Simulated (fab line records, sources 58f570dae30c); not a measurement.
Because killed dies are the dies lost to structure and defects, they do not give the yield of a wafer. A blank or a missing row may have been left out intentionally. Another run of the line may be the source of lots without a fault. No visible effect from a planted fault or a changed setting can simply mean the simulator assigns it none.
Which tool is to blame? -- flow berkeleyCmos170 -- Sampling: 7 lots, 21 wafers, 2 of 331 route steps

WHAT THE GAUGES SHOWED, per wafer
UCB170_ACTIVE_THK_MEAS_06.
lot,measured,on,ACTIVE_NITRIDE_THK (nm)
L115,day 5 07:44,filmMetro-01,223.6 221.7 221.3
L120,day 6 09:29,filmMetro-01,138.0 137.6 137.8
L122,day 6 09:29,filmMetro-02,135.8 136.2 136.0
L124,day 7 06:41,filmMetro-04,219.4 221.3 220.7
L126,day 7 06:37,filmMetro-02,221.6 219.5 221.2
L128,day 7 16:38,filmMetro-01,219.4 218.2 219.8
L134,day 9 18:03,filmMetro-01,217.4 216.3 215.7

WHAT TOOL EACH LOT RAN ON (gives the tool, then ch and the chambers of the sampled wafers, and finally the start)
lot,UCB170_ACTIVE_CVD_05
L115,"lpcvd-02 ch 0, day 5 05:48"
L120,"lpcvd-02 ch 0, day 6 07:34"
L122,"lpcvd-02 ch 0, day 6 07:34"
L124,"lpcvd-01 ch 1, day 7 04:42"
L126,"lpcvd-01 ch 1, day 7 04:42"
L128,"lpcvd-01 ch 1, day 7 14:43"
L134,"lpcvd-01 ch 1, day 9 16:04"
- UCB170_ACTIVE_CVD_05: deposits Si3N4 from SiH2Cl2/NH3, target thk 220 nm, time 3300 s.

THE ANSWER, worked out from the rows above alone
Rule: what is usual is taken from the lots themselves. Put in order of their means at a reading, lots are off if they are a third of the lots or fewer, leave a main group of 4 or more, and stand apart from it by a gap of 3 or more times the standard deviation of the main group's means; of several such gaps the widest counts. A main group whose means are all the same, to the digits that the tables above print for the reading, isn't used. Also off: a lot with no number at a reading for which 4 or more lots have one. The other lots that the step has rows for count as sound.
Off: L120, L122, seen at UCB170_ACTIVE_THK_MEAS_06 (ACTIVE_NITRIDE_THK). Mean 219.8 nm and standard deviation 1.9 in the main group.
A tool fits if, at a process step before that reading, it ran every lot that is off, and no sound lot after the first of them. Those tools and the gauges at UCB170_ACTIVE_THK_MEAS_06 are tried in the same way. One fits: lpcvd-02 at UCB170_ACTIVE_CVD_05. Its last sound lot is L115 (day 5 05:48), its first lot that is off L120 (day 6 07:34): a fault that began between those two fits.

WHAT THE SIMULATOR HAD INSERTED
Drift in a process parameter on lpcvd-02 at UCB170_ACTIVE_CVD_05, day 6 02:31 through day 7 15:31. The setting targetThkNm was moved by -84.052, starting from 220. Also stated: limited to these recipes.
Shown lots that were struck: L120, L122. Same finding as the rule above.
